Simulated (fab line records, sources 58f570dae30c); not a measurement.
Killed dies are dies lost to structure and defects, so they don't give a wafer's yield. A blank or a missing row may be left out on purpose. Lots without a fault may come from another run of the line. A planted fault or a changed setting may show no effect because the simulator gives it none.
Problem report in the 8D (eight disciplines) form, filled by code | flow berkeley_cmos170 | the parts of the form that need people (team, actions taken, sign-off) are left out

1. THE PROBLEM
tube_center_temp_C at UCB170_WELLDRIVE_ANNEAL_03 reads a mean of 1150 C on 9 wafers of 3 lots; wafers without a fault read 1100 C with a standard deviation of 0.098. That is +99 or more standard deviations from the usual mean.
The step: time 900 s.
First seen on wafer L538.1, day 7 15:54, on furnace-02. The record holds 21 wafers of 7 lots with a number at this step. Rule for "out", or "out of limits": more than 4 standard deviations from the usual mean. The other wafers with a number count as sound.

2. WHAT IT IS AND WHAT IT IS NOT
question                    | is                                                                                                | is not
which readings at this step | tube_center_temp_C, spike_tc_centre_C, spike_tc_load_C, spike_tc_source_C, tube_center_temp_C_max | zone_power_centre_pct
which lots                  | L538, L539, L540                                                                                  | L528, L530, L543, L544
which wafers of those lots  | all that have a number                                                                            | -
read on which tools         | furnace-02                                                                                        | furnace-01
when                        | from day 7 15:54                                                                                  | up to then (6 sound wafers); but 6 sound wafers of L543, L544 came after

3. SUSPECTS, AND WHAT RULES EACH OUT
Counting: a tool at a process step up to the reading stays a suspect if it ran every lot that is out and no sound lot after the first of them.
- furnace-02 at UCB170_WELLDRIVE_ANNEAL_03 (time 900 s): kept. It ran every lot that is out, first L538 (day 7 15:54), and no sound lot after that; its last sound lot up to then is L530 (day 5 15:55). Its own readings are out on those wafers: spike_tc_centre_C, spike_tc_load_C, spike_tc_source_C, tube_center_temp_C, tube_center_temp_C_max.
Left after counting: furnace-02 at UCB170_WELLDRIVE_ANNEAL_03.

4. THE CAUSE (what the simulator had put in)
Process parameter drift: furnace-02, from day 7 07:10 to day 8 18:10, at UCB170_WELLDRIVE_ANNEAL_03. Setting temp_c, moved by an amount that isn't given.
Counting left only this tool.

5. THE CHAIN OF EFFECTS, in route order
Each row: a reading whose mean over the struck wafers that have a number lies more than 3 standard deviations from the usual. Only readings for which the record gives a usual standard deviation are gone through. hours: the time from each lot's start at the first step in this table that gives one to its start at this step, as a median over the lots. sigmas: the change in usual standard deviations.
hours | step                       | reading                | usual    | on struck wafers | change | sigmas
0     | UCB170_WELLDRIVE_ANNEAL_03 | spike_tc_centre_C      | 1102.1 C | 1152.4           | +50.3  | +50
0     | UCB170_WELLDRIVE_ANNEAL_03 | spike_tc_load_C        | 1128.2 C | 1178.8           | +50.6  | +46
0     | UCB170_WELLDRIVE_ANNEAL_03 | spike_tc_source_C      | 1125 C   | 1172             | +47    | +15
0     | UCB170_WELLDRIVE_ANNEAL_03 | tube_center_temp_C     | 1100 C   | 1150             | +50    | +99 or more
0     | UCB170_WELLDRIVE_ANNEAL_03 | tube_center_temp_C_max | 1102.9   | 1152.7           | +49.8  | +99 or more
The process steps in it:
- UCB170_WELLDRIVE_ANNEAL_03: time 900 s.

6. WHAT WOULD HAVE CAUGHT IT SOONER
In this record the first reading out of limits was taken at day 7 15:54, 9 hours after the fault began at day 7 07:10.
